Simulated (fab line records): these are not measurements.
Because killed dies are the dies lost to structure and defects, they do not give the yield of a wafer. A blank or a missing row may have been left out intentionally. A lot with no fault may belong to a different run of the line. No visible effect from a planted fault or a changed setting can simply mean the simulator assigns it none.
One fault seen from 2 desks    flow rit_cmos    numbers are kept per desk, each desk with only its own; the story behind them comes last

## THE METROLOGY DESK
Lot by lot, what the gauges showed, no matter which tool ran the lot: averages of those sampled wafers that carry a number. The brackets show how far a lot's mean lies from the usual mean; more than 4 standard deviations puts the lot out of limits, marked OUT.
Columns: A = INCOMING_BOW at RIT_ACTIVE_BOW_MEAS_00, usual 0 um; B = cd_nm at RIT_GATE_CD_MEAS_16, usual 149.4 nm; C = REOX_OXIDE_THK at RIT_REOX_THK_MEAS_04, usual 24.9 nm
lot   first seen here  A   B                 C
L582  day 1 10:00      -1  145.7             25.2
L584  day 1 20:01      -2  148.6             24.7
L585  day 2 01:00      0   148.5             24.7
L586  day 2 06:00      -3  152.2             24.5
L587  day 2 11:00      5   136.5 (-5.9) OUT  24.6
L591  day 3 07:00      6   140.5 (-4.0) OUT  24.4
L595  day 4 03:00      1   152.1             25.2
L596  day 4 08:01      6   145.0             25.3
L598  day 4 18:00      -3  149.6             24.7
L599  day 4 23:01      -2  149.2             24.5
L602  day 5 14:01      -1  151.7             24.6
L603  day 5 19:02      9   149.6             24.5
L604  day 6 00:04      3   149.5             24.8
L605  day 6 05:01      0   149.3             24.8
This desk's verdict: out of limits on L587, L591, starting with L587 at day 3 14:38 (cd_nm at RIT_GATE_CD_MEAS_16). L582, L584, L585, L586, L595, L596, L598, L599, L602, L603, L604, L605: within limits.

## DESK OF THE TOOL OWNER: litho_track-03
The tool's own readings at RIT_GATE_DEVELOP_15 (develop time 50 s): means of the sampled wafers that have a number, for each lot that ran on this tool. The brackets show how far a lot's mean lies from the usual mean; more than 4 standard deviations puts the lot out of limits, marked OUT.
Columns: A = developer_temp_C at RIT_GATE_DEVELOP_15, usual 22.99 C; B = exhaust_pa at RIT_GATE_DEVELOP_15, usual 45.1 Pa; C = resist_line_temp_C at RIT_GATE_DEVELOP_15, usual 22.99 C
lot   first seen here  A                B     C
L584  day 2 23:00      23.08            45.6  22.96
L585  day 3 04:00      23.12            45.5  23.13
L587  day 3 14:00      20.60 (-18) OUT  45.7  23.06
L591  day 4 10:00      20.62 (-18) OUT  46.6  23.16
This desk's verdict: out of limits on L587, L591, starting with L587 at day 3 14:00 (developer_temp_C at RIT_GATE_DEVELOP_15). L584, L585: within limits.

## ALL TOGETHER
At day 3 14:00, on L587, L591, the tool owner's desk was in a position to raise an alarm.
An alarm was possible from the metrology desk at day 3 14:38, on L587, L591.
RIT_GATE_DEVELOP_15 was run on litho_track-03 by each of the lots named.

## WHAT HAD BEEN PUT IN BY THE SIMULATOR
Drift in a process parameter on litho_track-03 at RIT_GATE_DEVELOP_15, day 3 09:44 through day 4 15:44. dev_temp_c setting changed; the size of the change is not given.
Lots struck among those shown: L587, L591.
Fault start to first reading out of limits, in hours, per desk: tool owner, 4; metrology, 5.
